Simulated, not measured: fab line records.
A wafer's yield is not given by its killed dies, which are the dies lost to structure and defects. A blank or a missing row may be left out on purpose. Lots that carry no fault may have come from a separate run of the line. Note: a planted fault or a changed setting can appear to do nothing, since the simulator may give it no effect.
fab line records | flow rit-cmos
record: lots: 14 wafers: 42 last-day: 7
route steps=202 shown GATE@95
lots that met no fault: from a run of the same line without faults
start-h: hours from the record's opening day to when the first of the lot's shown wafers began | wait-h: hours elapsed since this lot's preceding step | " identical to the entry in the row above | L1.1+2: one row covering several wafers at once | - value missing, or start not given | * or withheld: withheld | < > ~ a bound
route shown NAME@n: names a module that has steps shown in the file, with the first one's number in the route | usual: average and standard deviation across the fault-free wafers | same: alike in all rows | chamber/n: place in a boat | sites: the reading at each site | _std_site: their standard deviation | _edge_site: mean of outer sites minus mean of inner sites | radius-mm: how far each site lies from the wafer's centre | mask NAME#n: copy n | behind: the last tool/chamber to shape the wafer | hold: reason for holding the lot/hours on hold/outcome of the hold | device: the transistor (n, p or np) that didn't switch | end of line: tests run on the same wafers once the route is complete | a step with no rows: only its recipe | killed: the dies lost at the first sort to structure and to defects; this is not the yield of the wafer | map: dies across one wafer; x = killed, . = not, _ = none there
set.NAME: the run value of the setting; set.NAME@STEP: its run value at that earlier step | model.NAME: the simulator's own value behind a step, which no gauge read
route steps across a sampled set of lots; one table per step, one row per wafer
services: a tool's chamber out of use, with start hour (start-h, from the record's first day; less than 0 if before it), hours out, and reason
== steps ==
step: RIT_GATE_ETCH_19
recipe: chemistry: SF6/CHF3/O2 time-s: 165 SF6_flow_sccm: 30 CHF3_flow_sccm: 30 O2_flow_sccm: 5 target: poly-Si pressure-mtorr: 40 rf-w: 160 target-depth-a: 3125 over-etch-frac: 0.25 stop-on: SiO2
usual: CHF3_flow_sccm: 30.00/0.083 SF6_flow_sccm: 29.99/0.085 drypump-motor-current-A: 5.8/0.36 oes-product-au: 0.854/0.017 throttle-valve-pct: 10.17/0.14
columns lot.wafer tool chamber start-h wait-h CHF3_flow_sccm SF6_flow_sccm drypump-motor-current-A oes-product-au rf-hours-counter-h throttle-valve-pct
L132.2 rie-si-01 3 42.65 0.1 29.82 29.97 5.5 0.855 29 9.98
L132.3 " 2 " " 29.96 30.04 5.5 0.827 47 10.06
L132.6 " 0 " " 30.24 29.91 6.0 0.856 - 10.07
L133.3 rie-si-02 0 47.90 0.1 29.96 29.85 5.4 0.880 10 10.32
L133.4 " 1 " " 30.08 29.92 5.7 0.852 150 10.10
L133.5 " 2 " " 29.97 29.91 5.6 0.860 - 10.42
L134.1 rie-si-01 3 56.25 0.1 29.96 29.87 5.5 0.861 29 9.97
L134.3 " 1 " " 30.10 29.84 6.0 0.840 114 10.17
L134.4 " 0 " " 29.84 30.15 6.0 0.856 4 10.05
L138.1 rie-si-01 2 71.72 0.1 29.96 29.95 5.5 0.830 47 10.07
L138.2 " 3 " " 30.03 29.89 5.5 0.864 30 9.98
L138.3 " 1 " " 29.97 29.96 5.9 0.822 114 10.18
L139.1 rie-si-01 1 73.45 0.1 30.12 30.01 6.0 0.830 114 10.15
L139.4 " 3 " " 29.98 29.94 5.5 0.858 30 10.00
L139.6 " 3 " " 30.06 30.08 5.5 0.869 - 9.98
L140.1 rie-si-02 3 78.59 0.1 29.91 30.10 6.5 0.866 33 10.24
L140.3 " 1 " " 30.04 30.01 5.7 0.848 150 10.11
L140.5 " 2 " " 29.99 30.03 5.6 0.864 - 10.41
L143.3 rie-si-01 3 92.29 0.1 29.90 30.03 5.5 0.875 30 9.97
L143.5 " 0 " " 30.18 30.13 6.0 0.861 - 10.06
L143.6 " 1 " " 29.94 29.92 6.0 0.841 - 10.15
L144.2 rie-si-02 3 98.14 0.1 29.99 29.95 6.5 0.856 33 10.26
L144.3 " 2 " " 29.99 30.10 5.6 0.867 42 10.42
L144.5 " 0 " " 30.02 29.85 5.4 0.884 - 10.32
L145.1 rie-si-01 2 103.81 0.1 29.87 29.87 5.5 0.836 48 10.08
L145.2 " 0 " " 29.93 30.07 6.0 0.850 4 10.04
L145.6 " 0 " " 30.02 29.97 6.0 0.852 - 10.06
L147.1 rie-si-01 1 113.11 0.1 29.79 30.08 6.0 0.656 115 10.15
L147.3 " 0 " " 30.02 30.12 6.0 0.866 4 10.07
L147.5 " 1 " " 29.96 30.15 6.0 0.647 - 10.16
L148.1 rie-si-02 2 117.09 0.1 29.96 29.99 5.6 0.861 42 10.42
L148.2 " 3 " " 29.87 30.09 6.5 0.848 33 10.24
L148.5 " 0 " " 29.93 30.07 5.4 0.875 - 10.31
L149.4 rie-si-01 3 123.30 0.1 29.96 29.79 5.5 0.857 30 9.97
L149.5 " 1 " " 29.89 29.89 6.0 0.651 - 10.15
L149.6 " 2 " " 30.01 30.07 5.5 0.828 - 10.07
L150.1 rie-si-02 3 127.64 0.1 29.93 29.92 6.5 0.850 33 10.26
L150.3 " 0 " " 30.04 30.15 5.4 0.864 10 10.32
L150.6 " 2 " " 30.08 30.02 5.6 0.856 - 10.42
L155.1 rie-si-02 3 151.49 0.1 29.87 29.98 6.5 0.864 34 10.25
L155.5 " 2 " " 29.97 29.94 5.6 0.871 - 10.43
L155.6 " 3 " " 29.94 29.99 6.5 0.860 - 10.25
== services ==
columns tool chamber start-h hours kind
rie-si-02 3 31.98 10.2 repair
rie-si-02 - 39.00 0.3 repair
rie-si-02 0 68.58 11.9 repair
rie-si-02 3 70.12 1.5 repair
rie-si-02 - 73.02 1.6 repair
rie-si-02 3 100.27 1.2 repair
rie-si-02 1 108.67 - clean
rie-si-02 1 108.67 20.5 scheduled-down
rie-si-02 1 108.67 20.5 vent-cycle
rie-si-01 - 147.97 14.6 pm
== key ==
first-sign: step: RIT_GATE_ETCH_19 reading: oes-product-au direction: down sigmas: 12 usual: 0.854 struck: 0.651
effect none on later readings
met-at RIT_GATE_ETCH_19
struck-lots L147,L149
struck-wafers L147.1,L147.5,L149.5
later-rows-left-out L147.1,L147.5,L149.5
sort-left-out L147.1,L147.5,L149.5
tester-left-out L147,L149
onset-between 92.29 113.11
fault: kind: process-parameter-drift tool: rie-si-01 chamber: 1 onset-h: 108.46 steps: RIT_GATE_ETCH_19 channel: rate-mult offset: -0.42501 shape: step end-h: 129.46
tester-left-out: of these lots the tester's yield and bins aren't shown, on N5 and GAA mostly nor the transistor test; their killed dies are dies lost to structure and defects alone, not to doping, threshold or leakage, so they don't give the yield
sort-left-out: the simulated sort isn't trusted on such a fault, so these wafers' sort isn't shown, and their yield isn't known
later-rows-left-out: the simulator's readings of these wafers behind a module that went badly wrong aren't trusted and aren't shown, but for the sort
